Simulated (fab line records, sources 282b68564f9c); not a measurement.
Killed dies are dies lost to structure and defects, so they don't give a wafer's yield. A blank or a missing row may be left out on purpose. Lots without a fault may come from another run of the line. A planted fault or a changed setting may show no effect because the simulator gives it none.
fab line records | flow rit_cmos
record lots=14 wafers=42 last_day=7
route steps=202 shown FOX2@23
lots that met no fault: from a run of the same line without faults
start_h: hours from the record's first day to the start of the lot's first wafer shown | wait_h: hours since the lot's step before | " the same as in the row above | L1.1+2: a row that stands for several wafers | - no value, or no start given | * or withheld: withheld | < > ~ a bound
route shown NAME@n: a module of which the file shows steps, and the number in the route of the first | usual: mean/standard deviation of fault-free wafers | same: alike in all rows | chamber/n: place in a boat | sites: the reading at each site | _std_site: their standard deviation | _edge_site: outer sites' mean less inner sites' | radius_mm: how far each site lies from the wafer's centre | mask NAME#n: copy n | behind: the tool/chamber that last shaped the wafer | hold: why the lot was held/for how many hours/how that ended | device: the transistor (n, p or np) that didn't switch | end of line: the same wafers' tests at the end of the route | a step without rows: its recipe alone | killed: dies lost to structure and defects at the first sort, not the wafer's yield | map: a wafer's dies, x killed, . not, _ none there
set.NAME: the setting as run; set.NAME@STEP: as run at that earlier step | model.NAME: the simulator's own value behind a step, which no gauge read
steps of the route over a sample of lots; a table a step, a row a wafer
services: from which hour (start_h, from the record's first day; less than 0 if before it) a tool's chamber was out of use, for how many hours, and why
## steps
# step RIT_FOX2_OXIDATION_00
# recipe temp_c=1100 ambient=H2O target_thk_a=3507 p_h2o_torr=720 ox_time_s=1130
# usual ox_temp_c=1100.0/0.48 ox_temp_c_max=1105.3/1.7 zone_power_centre_pct=55.8/1.8 zone_power_source_pct=46/3.8
# columns lot.wafer tool chamber start_h wait_h ox_temp_c ox_temp_c_max zone_power_centre_pct zone_power_source_pct
L268.1 furnace-01 0 18.57 0.1 1100.0 1106.0 52.6 40
L268.4 " 0 " " 1099.8 1107.7 53.7 40
L268.5 " 0 " " 1100.1 1107.3 52.5 40
L269.2 furnace-04 0 25.00 0.0 1099.8 1105.7 57.6 47
L269.3 " 0 " " 1100.0 1107.2 57.3 49
L269.6 " 0 " " 1100.2 1105.9 56.5 49
L270.1 furnace-01 0 29.15 0.0 1101.3 1105.9 53.1 40
L270.2 " 0 " " 1099.7 1107.5 53.5 40
L270.3 " 0 " " 1100.0 1109.3 52.5 40
L271.2 furnace-03 0 33.03 0.0 1100.5 1104.6 56.1 49
L271.5 " 0 " " 1101.1 1107.1 56.4 49
L271.6 " 0 " " 1100.2 1103.5 58.0 49
L272.1 furnace-04 0 37.11 0.0 1099.1 1107.6 56.7 50
L272.2 " 0 " " 1099.8 1106.2 56.5 49
L272.5 " 0 " " 1099.4 1105.2 57.5 48
L273.3 furnace-03 0 42.17 0.0 1100.2 1104.1 55.9 50
L273.5 " 0 " " 1099.6 1104.3 57.1 49
L273.6 " 0 " " 1100.5 1103.9 57.1 48
L274.2 furnace-04 0 50.49 1.3 1099.7 1107.3 57.5 49
L274.3 " 0 " " 1099.2 1104.8 57.9 48
L274.5 " 0 " " 1100.1 1106.7 56.7 49
L278.1 furnace-03 - 67.12 0.0 - - - -
L278.3 " - " " - - - -
L278.5 " - " " - - - -
L279.1 furnace-03 - 76.37 1.2 - - - -
L279.5 " - " " - - - -
L279.6 " - " " - - - -
L287.1 furnace-03 0 113.12 0.0 1099.9 1103.0 57.0 49
L287.3 " 0 " " 1100.4 1104.5 56.0 50
L287.6 " 0 " " 1099.9 1104.8 56.6 49
L288.1 furnace-03 0 119.69 0.0 1100.0 1103.7 56.6 49
L288.2 " 0 " " 1099.6 1103.7 56.3 48
L288.6 " 0 " " 1100.4 1104.6 57.0 49
L289.1 furnace-04 0 122.36 0.0 1100.3 1105.9 57.4 48
L289.3 " 0 " " 1100.7 1107.3 56.7 49
L289.5 " 0 " " 1101.0 1108.0 56.8 48
L290.1 furnace-03 0 127.15 0.0 1100.0 1103.4 56.8 49
L290.4 " 0 " " 1100.5 1104.5 55.9 48
L290.5 " 0 " " 1100.2 1103.9 58.0 48
L291.1 furnace-04 0 132.01 0.0 1099.0 1104.7 57.4 48
L291.2 " 0 " " 1100.6 1108.4 57.5 49
L291.6 " 0 " " 1099.6 1106.9 56.4 48
## services
# columns tool chamber start_h hours kind
furnace-03 - 8.97 13.9 pm
furnace-03 - 22.87 3.3 pm
furnace-01 - 42.87 10.7 pm
furnace-04 - 66.94 3.1 pm
furnace-04 - 70.00 41.2 pm
furnace-04 - 117.53 3.0 pm
## key
first_sign step=RIT_FOX2_OXIDATION_00 reading=tool_record direction=missing
effect none on later readings
met_at RIT_FOX2_OXIDATION_00
struck_lots L278,L279
later_rows_left_out L278.1,L278.3,L278.5,L279.1,L279.5,L279.6
sort_left_out L278.1,L278.3,L278.5,L279.1,L279.5,L279.6
tester_left_out L278,L279
onset_between 42.17 67.12
fault kind=skipped_step_whole tool=furnace-03 chamber=- onset_h=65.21 steps=RIT_FOX2_OXIDATION_00 scope=struck_lots_only
# tester_left_out: of these lots the tester's yield and bins aren't shown, on N5 and GAA mostly nor the transistor test; their killed dies are dies lost to structure and defects alone, not to doping, threshold or leakage, so they don't give the yield
# sort_left_out: the simulated sort isn't trusted on such a fault, so these wafers' sort isn't shown, and their yield isn't known
# later_rows_left_out: the simulator's readings of these wafers behind a module that went badly wrong aren't trusted and aren't shown, but for the sort
